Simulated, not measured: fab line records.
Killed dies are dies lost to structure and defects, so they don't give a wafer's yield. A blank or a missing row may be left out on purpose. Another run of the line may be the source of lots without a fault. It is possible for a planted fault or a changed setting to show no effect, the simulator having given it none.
Split-lot study -- flow berkeleyCmos170 -- on a route of 331 steps: 5 lots, 23 wafers read

## THE SPLIT ITSELF
At UCB170_M2_SPUTTER_01 (material Al, target thk 900 nm, time 120 s), the setting powerW was moved away from the recipe's 6000 W on 12 of the 23 wafers read, by -10.9% to +8.3%. For the rest of the wafers, this setting stayed at what the recipe calls for.

## SPLIT TO READING: what lies between them in the file, 1 step
- UCB170_M2_RS_MEAS_02: measures by four-point-probe

## THE READING
M2_AL_THK, in nm, at UCB170_M2_THK_MEAS_03 (measures by xrf). Typical for fault-free wafers on this fab line: 888 nm, with standard deviation 8.4 nm.

wafer,"tool, chamber at the split","powerW as run, W",against the recipe,"M2_AL_THK, nm",against lot-mates on the recipe
L074.1,"pvdSputter-04, -",6000,recipe,895,-
L074.2,"pvdSputter-04, -",6000,recipe,895,-
L074.3,"pvdSputter-04, -",5344,-10.9%,794,-101
L074.4,"pvdSputter-04, -",5344,-10.9%,797,-98
L074.6,"pvdSputter-04, -",5344,-10.9%,796,-99
L076.2,"pvdSputter-04, -",5714,-4.8%,844,-48
L076.3,"pvdSputter-04, -",5714,-4.8%,842,-50
L076.4,"pvdSputter-04, -",6000,recipe,893,-
L076.5,"pvdSputter-04, -",6000,recipe,890,-
L076.6,"pvdSputter-04, -",5714,-4.8%,855,-36
L077.1,"pvdSputter-02, -",6000,recipe,895,-
L077.2,"pvdSputter-02, -",6000,recipe,895,-
L077.3,"pvdSputter-02, -",6495,+8.3%,964,+69
L077.5,"pvdSputter-02, -",6495,+8.3%,958,+63
L077.6,"pvdSputter-02, -",6495,+8.3%,970,+75
L079.1,"pvdSputter-03, -",6000,recipe,881,-
L079.3,"pvdSputter-03, -",6000,recipe,890,-
L079.6,"pvdSputter-03, -",6000,recipe,878,-
L080.1,"pvdSputter-04, -",6338,+5.6%,939,+50
L080.2,"pvdSputter-04, -",6338,+5.6%,939,+50
L080.3,"pvdSputter-04, -",6000,recipe,884,-
L080.4,"pvdSputter-04, -",6000,recipe,895,-
L080.5,"pvdSputter-04, -",6338,+5.6%,940,+50

THE FIT
A straight line over all 23 wafers: M2_AL_THK changes by +8.78 nm for each +1% of powerW; r = +0.99; the points scatter about the line by 5.3 nm.
The same after taking each lot's own level away (the mean of its wafers on the recipe; 23 wafers): +8.87 nm for each +1%; r = +1.00; scatter 4.2 nm.
The reading moves by 97 nm for the largest change in powerW, on that fit.
Measured against the standard deviation above, the lots' own levels, which go from 883.0 to 895.0 nm, span 1.4 times it.
The two slopes agree, so the slope changes little with the lot-to-lot level.
Check: for one of the wafers moved furthest among these (-10.9%), held out of the fit, the line's prediction against its lot-mates is -97.4 nm. Against them it came out at -101 nm.

## ADDITIONAL SPLITS CARRIED BY THESE WAFERS
Note: prior to the reading, these wafers also went through further splits. Each is held against what the fit with the lots' levels taken away leaves over:
other split on the same wafers,wafers away from the commonest value,r with M2_AL_THK (lot level and that fit taken away)
UCB170_V1_EXPOSE_09 doseMj,6,-0.22

## THE WHOLE CHAIN: every reading that the file lists as answering this split, in the file's order
step,what it does,reading,change (the file's fit),r (the file's)
UCB170_M2_SPUTTER_01,"material Al, target thk 900 nm, time 120 s","Al_of_M2_SPUTTER_01.thkNm (the simulator's own value, which no gauge read)",+9.26 nm for each +1% of the setting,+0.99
UCB170_M2_RS_MEAS_02,measures by four-point-probe,M2_AL_RS,-0.000347 for each +1% of the setting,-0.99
UCB170_M2_THK_MEAS_03,measures by xrf,M2_AL_THK,+8.88 for each +1% of the setting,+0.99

## THE FILE'S OWN FIT
M2_AL_THK changes by +8.88 nm for each +1% of powerW, r = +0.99.
